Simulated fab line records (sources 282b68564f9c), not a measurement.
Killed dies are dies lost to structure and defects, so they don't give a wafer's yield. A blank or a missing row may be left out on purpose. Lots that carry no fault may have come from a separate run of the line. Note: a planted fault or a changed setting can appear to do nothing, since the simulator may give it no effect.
Code-filled problem report in 8D (eight disciplines) form ; flow ritCmos ; the parts of the form that need people (team, actions taken, sign-off) are left out

== 1. WHAT WENT WRONG ==
At RIT_PSD_HARDBAKE_07, heaterPowerTotalW averages 63.64 W over 9 wafers from 3 lots, while fault-free wafers read 62.55 W, standard deviation 0.048. Measured from the usual mean, that is +23 standard deviations.
The step: time 60 s.
The first sign was on wafer L433.4 at day 5 02:37, on lithoTrack-04. Wafers with a number at this step in the record: 45, from 15 lots. By rule, "out" or "out of limits" means more than 4 standard deviations away from the usual mean. The other wafers with a number count as sound.

== 2. WHAT IT IS; WHAT IT IS NOT ==
question;is;is not
which readings at this step;heaterPowerTotalW, plateTempC;-
which lots;L433, L435, L436;L424, L425, L426, L427, L428, L429, L434, L438, L440, L441, L445, L447
which wafers of those lots;all that have a number;-
read on which tools;lithoTrack-04;lithoTrack-01, lithoTrack-02
when;from day 5 02:37;"up to then (18 sound wafers); but 18 sound wafers of L434, L438, L440, L441, L445, L447 came after"

== 3. WHAT RULES OUT EACH SUSPECT ==
Counting: a tool stays on the suspect list if, at a process step up to the reading, it processed all lots that are out and no sound lot following the first of them.
- lithoTrack-04 at RIT_PSD_HARDBAKE_07 (time 60 s): kept. Every lot that is out went through it, starting with L433 (day 5 02:37), and after that it ran no sound lot; the last sound lot it ran before then is L429 (day 4 02:50). Its own heaterPowerTotalW, plateTempC readings are out on those wafers.
Left after counting: lithoTrack-04 at RIT_PSD_HARDBAKE_07.

== 4. THE CAUSE (what the simulator had put in) ==
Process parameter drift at RIT_PSD_HARDBAKE_07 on lithoTrack-04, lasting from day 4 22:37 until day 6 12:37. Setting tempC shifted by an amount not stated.
Counting left only this tool.

== 5. SEQUENCE OF EFFECTS, ordered by route ==
Each row: a reading whose mean over the struck wafers that have a number lies more than 3 standard deviations from the usual. Only readings for which the record gives a usual standard deviation are gone through. hours: the time from each lot's start at the first step in this table that gives one to its start at this step, as a median over the lots. sigmas: the change in usual standard deviations.
hours;step;reading;usual;on struck wafers;change;sigmas
0;RIT_PSD_HARDBAKE_07;heaterPowerTotalW;62.55 W;63.64;+1.09;+23
0;RIT_PSD_HARDBAKE_07;plateTempC;140.00 C;141.97;+1.97;+13
The process steps in it:
- RIT_PSD_HARDBAKE_07: time 60 s.

== 6. HOW IT WOULD HAVE BEEN CAUGHT EARLIER ==
In this record the first reading out of limits was taken at day 5 02:37, 4 hours after the fault began at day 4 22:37.
